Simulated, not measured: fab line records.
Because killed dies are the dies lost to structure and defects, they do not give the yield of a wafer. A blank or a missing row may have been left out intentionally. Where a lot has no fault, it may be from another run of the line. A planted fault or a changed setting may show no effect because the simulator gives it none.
Problem report in the 8D (eight disciplines) form, filled by code :: flow rit_cmos :: the parts of the form that need people (team, actions taken, sign-off) are left out

## 1. WHAT WENT WRONG
Across 6 wafers from 2 lots, PWELL_RS at RIT_WELLDRIVE_RS_MEAS_02 averages 461.3 ohm/sq, while fault-free wafers read 429.3 ohm/sq with a standard deviation of 1.1. That is +29 standard deviations from the usual mean.
The step: measures by four-point-probe.
First observed at day 3 15:54: wafer L346.1, on film_metro-03. The record has a number at this step for 42 wafers belonging to 14 lots. The rule behind "out" and "out of limits": a value lying over 4 standard deviations away from the usual mean. The other wafers with a number count as sound.

## 2. WHAT IT IS, WHAT IT ISN'T
question: which readings at this step
is: PWELL_RS
is not: -

question: which lots
is: L346, L348
is not: L339, L340, L341, L345, L350, L351, L352, L353, L356, L358, L360, L362

question: which wafers of those lots
is: all that have a number
is not: -

question: read on which gauges
is: film_metro-03
is not: film_metro-01, film_metro-04

question: when
is: from day 3 15:54
is not: up to then (12 sound wafers); but 24 sound wafers of L350, L351, L352, L353, L356, L358, L360, L362 came after

## 3. WHAT RULES OUT EACH SUSPECT
Counting: a tool stays on the suspect list if, at a process step up to the reading, it processed all lots that are out and no sound lot following the first of them.
- the gauge at RIT_WELLDRIVE_RS_MEAS_02: ruled out. All the wafers that are out were read on film_metro-03, but those of them that RIT_PWELL_IMPLANT_08 has rows for are out there too, on other tools.
- implanter-04 at RIT_PWELL_IMPLANT_08: ruled out as a lasting fault. Following L346 (day 3 10:08), the first lot on it that is out, the sound lots L362 were run on it.
Left after counting: nothing in the record.

## 4. THE CAUSE (what the simulator had put in)
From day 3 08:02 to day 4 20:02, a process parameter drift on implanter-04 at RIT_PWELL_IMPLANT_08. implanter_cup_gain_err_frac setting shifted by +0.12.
Counting ruled it out, wrongly: the rule takes a fault to strike every lot that its tool runs from its start on, and this one did not.

## 5. THE EFFECT CHAIN, in route order
One row per reading whose mean, taken over the struck wafers that have a number, lies over 3 standard deviations from the usual. Scope: only readings with a usual standard deviation given in the record; hours: median across lots of the time from each lot's start at the first step in this table that gives one to its start at this step; sigmas: change in usual standard deviations.
hours: 0
step: RIT_PWELL_IMPLANT_08
reading: beam_on_s
usual: 9.97 s
on struck wafers: 8.93
change: -1.04
sigmas: -4.7

hours: 0
step: RIT_PWELL_IMPLANT_08
reading: faraday_current_uA
usual: 223
on struck wafers: 249
change: +26
sigmas: +5.6

hours: 6
step: RIT_WELLDRIVE_RS_MEAS_02
reading: PWELL_RS
usual: 429.3 ohm/sq
on struck wafers: 461.3
change: +32.0
sigmas: +29
The process steps in it:
- RIT_PWELL_IMPLANT_08

## 6. HOW IT WOULD HAVE BEEN CAUGHT EARLIER
In this record the first reading out of limits at a measuring or inspecting step was taken at day 3 15:54, 8 hours after the fault began at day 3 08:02.
At RIT_PWELL_IMPLANT_08, the tool's own readings (faraday_current_uA) were out on each struck wafer the step has a row for, so an alarm limit on them would have fired on the first such wafer.
